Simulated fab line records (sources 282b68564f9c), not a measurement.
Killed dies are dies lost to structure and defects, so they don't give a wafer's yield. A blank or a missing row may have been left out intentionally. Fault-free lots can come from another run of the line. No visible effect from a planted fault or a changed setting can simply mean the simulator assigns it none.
Chamber matching ; flow rit_cmos ; RIT_GATE_ETCH_19 on rie_si-01 has 4 sister chambers
The step etches poly-Si in SF6/CHF3/O2, stops on SiO2, time 165 s, target depth 312.5 nm. 8 wafers are shown with their chamber, then 9 later ones without.

== EACH WAFER AND ITS CHAMBER ==
wafer;chamber;throttle_valve_pct (%);drypump_motor_current_A (A)
L802.6;3;10.56;5.4
L806.1;3;10.56;5.4
L810.1;0;10.42;5.9
L810.6;0;10.44;5.9
L814.6;1;9.99;5.4
L820.3;2;9.98;5.4
L820.4;1;9.98;5.3
L820.6;2;9.99;5.4

== WAFERS WHOSE CHAMBER IS MISSING ==
wafer;throttle_valve_pct (%);drypump_motor_current_A (A)
L822.2;10.00;5.3
L822.3;10.42;5.9
L822.4;10.55;5.4
L823.1;10.00;5.4
L823.3;9.99;5.4
L823.6;9.99;5.4
L824.1;10.43;5.9
L824.4;9.98;5.4
L824.5;9.98;5.4

== EACH ONE'S CHAMBER ==
wafer;from the rows above;in truth
L822.2;can't be placed: 1 or 2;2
L822.3;0;0
L822.4;3;3
L823.1;can't be placed: 2 or 1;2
L823.3;can't be placed: 2 or 1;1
L823.6;can't be placed: 2 or 1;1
L824.1;0;0
L824.4;can't be placed: 2 or 1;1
L824.5;can't be placed: 2 or 1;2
Correct placement for 3 of the 9. These rows do not allow placing 6 (true chamber among the candidates in 6). Number placed wrongly: 0.
How it was worked out, from the rows above alone: a wafer's distance from a chamber is the root of the sum, over the readings, of the square of ((its reading less the chamber's mean) divided by the reading's scatter). The wafer belongs to the nearest chamber; if the next one is less than 2 further off, it can't be placed. The mean given for a chamber averages the wafers shown for that chamber. How the scatter is found: for the shown wafers, subtract from each reading the mean of its chamber, square and add these, divide the total by (wafers less chambers), then take the root.
